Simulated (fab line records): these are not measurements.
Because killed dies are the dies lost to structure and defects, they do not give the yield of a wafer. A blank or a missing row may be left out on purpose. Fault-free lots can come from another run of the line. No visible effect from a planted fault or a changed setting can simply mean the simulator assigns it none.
Struck lot and sound lot, side by side    flow ritCmos    27 out of 202 route steps
Sound: the wafers L320.2, L320.4, L320.6. Struck: wafer L328.1. (L328.2, L328.5 of the same lot were not struck and are left out.) The cause comes at the end.
At each step with rows: each side's tool, then ch and its chambers, then its first start. Under that, the readings that differ: sound wafers    struck wafers    difference of the means    sigmas: that difference in standard deviations of wafers without a fault.
alike: readings whose means differ by less than 2 such deviations, and words and numbers that are the same on both sides. not compared: withheld readings, readings that some wafer has no value for, bounds like >300 that may hide the same value, and numbers for which the record gives no deviation and whose values overlap.
Wherever a step has rows on one side only, a row that says differs or no value, or a row with sigmas, the two part there. When numbers do not overlap yet have no deviation, they are printed without sigmas and do not part them. Lack of a reading on every wafer of one side parts them only where that side has two or more wafers.

first, 4 steps without rows for these wafers: RIT_CONTACT_SOFTBAKE_04 (time 60 s); RIT_CONTACT_EXPOSE_05 (exposes mask M11, target cd 1000 nm); RIT_CONTACT_PEB_06; RIT_CONTACT_DEVELOP_07 (develop time 120 s).
RIT_CONTACT_CD_MEAS_08: target cd 1000 nm.
  struck on cdSem-02, day 5 03:55; sound on cdSem-02, day 3 09:23
  alike: cdNm
RIT_CONTACT_OVL_MEAS_09:
  struck on overlay-01, day 5 04:02; sound on overlay-01, day 3 09:29
reading           sound          struck  difference  sigmas
CONTACT_OVL (nm)  -1.0 0.3 -1.5  3.6     +4.3        +4
then, 1 step without rows for these wafers: RIT_CONTACT_HARDBAKE_10 (time 60 s).
RIT_CONTACT_ETCH_11: etches SiO2 in CHF3/CF4/Ar, stops on TiSi2, target depth 480 nm, time 320 s.
  sound on rieDiel-04 ch 0,3, day 3 09:46; struck on rieDiel-03 ch 3, day 5 04:14
reading              sound              struck  difference  sigmas
oesProductAu (a.u.)  0.977 0.978 0.962  1.006   +0.034      +2
  alike: cf4FlowSccm, drypumpMotorCurrentA, throttleValvePct
  not compared: rfHoursCounterH
RIT_CONTACT_STRIP_12: strips in O2, time 180 s.
  sound on plasmaAsher-04 ch 0,1, day 3 09:57; struck on plasmaAsher-04 ch 1, day 5 04:25
  alike: drypumpMotorCurrentA
  not compared: rfHoursCounterH
RIT_CONTACT_CD_MEAS_90: target cd 1000 nm.
  struck on cdSem-02, day 5 04:36; sound on cdSem-02, day 3 10:09
  alike: cdNm
then, 2 steps without rows for these wafers: RIT_CONTACT_CLEAN_13 (cleans in SC1, time 600 s); RIT_CONTACT_CLEAN_14 (cleans in SC2, time 600 s).
RIT_M1_SPUTTER_00: material Al, target thk 400 nm, time 500 s.
  struck on pvdSputter-02, day 5 05:05; sound on pvdSputter-02, day 3 10:36
reading                               sound              struck  difference  sigmas
model.Al_of_M1_SPUTTER_00.thkNm (nm)  394.8 396.2 397.4  437.2   +41.1       
  alike: throttleValvePct
RIT_M1_RS_MEAS_01: measurement is done with a four-point probe.
  struck on filmMetro-02, day 5 05:23; sound on filmMetro-04, day 3 10:55
reading            sound                 struck  difference  sigmas
M1_AL_RS (ohm/sq)  0.0744 0.0742 0.0740  0.0670  -0.0072     -8
RIT_M1_THK_MEAS_02: measures by xrf.
  struck on filmMetro-02, day 5 05:30; sound on filmMetro-04, day 3 11:01
reading         sound        struck  difference  sigmas
M1_AL_THK (nm)  399 402 404  436     +34         +7
then, 6 steps without rows for these wafers: RIT_M1_HMDS_03 (prime time 60 s); RIT_M1_COAT_04 (resist thk 1300 nm); RIT_M1_SOFTBAKE_05 (time 60 s); RIT_M1_EXPOSE_06 (exposes mask M12, target cd 2600 nm); RIT_M1_PEB_07; RIT_M1_DEVELOP_08 (develop time 68 s).
RIT_M1_CD_MEAS_09: target cd 2600 nm.
  struck on cdSem-01, day 5 06:26; sound on cdSem-01, day 3 11:58
  alike: cdNm
RIT_M1_OVL_MEAS_10:
  struck on overlay-01, day 5 06:34; sound on overlay-01, day 3 12:05
  alike: M1_OVL
then, 1 step without rows for these wafers: RIT_M1_HARDBAKE_11 (time 120 s).
RIT_M1_METAL_ETCH_12: etches Al in Cl2/BCl3, stops on SiO2, time 165 s, target depth 600 nm.
  sound on rieMetal-01 ch 0,1, day 3 12:22; struck on rieMetal-02 ch 1, day 5 06:51
reading              sound              struck  difference  sigmas
oesProductAu (a.u.)  0.770 0.772 0.770  0.822   +0.051      +5
  alike: drypumpMotorCurrentA, throttleValvePct
  not compared: rfHoursCounterH
then, 1 step without rows for these wafers: RIT_M1_STRIP_13 (strips in nmp, time 600 s).
RIT_M1_PROBE_99:
  struck on prober-02, day 5 09:06; sound on prober-02, day 3 15:05
reading                 sound                    struck   difference  sigmas
killedShort             3 2 2                    6        +4          +2
model.etest.m1.rsOhmSq  0.07356 0.07348 0.07294  0.06627  -0.00706    
  alike: defectLimitedYield, killedAtContacts, killedAtFrontEnd, killedDies, killedOpen, sort_bin_3_pad_short, sort_bin_5_function, sort_bin_6_memory, sortNPass, sortYieldPct

== WHERE THEY PART ==
Earliest at RIT_CONTACT_OVL_MEAS_09; latest, in this record, at RIT_M1_PROBE_99.

WHY: whatever the simulator had introduced
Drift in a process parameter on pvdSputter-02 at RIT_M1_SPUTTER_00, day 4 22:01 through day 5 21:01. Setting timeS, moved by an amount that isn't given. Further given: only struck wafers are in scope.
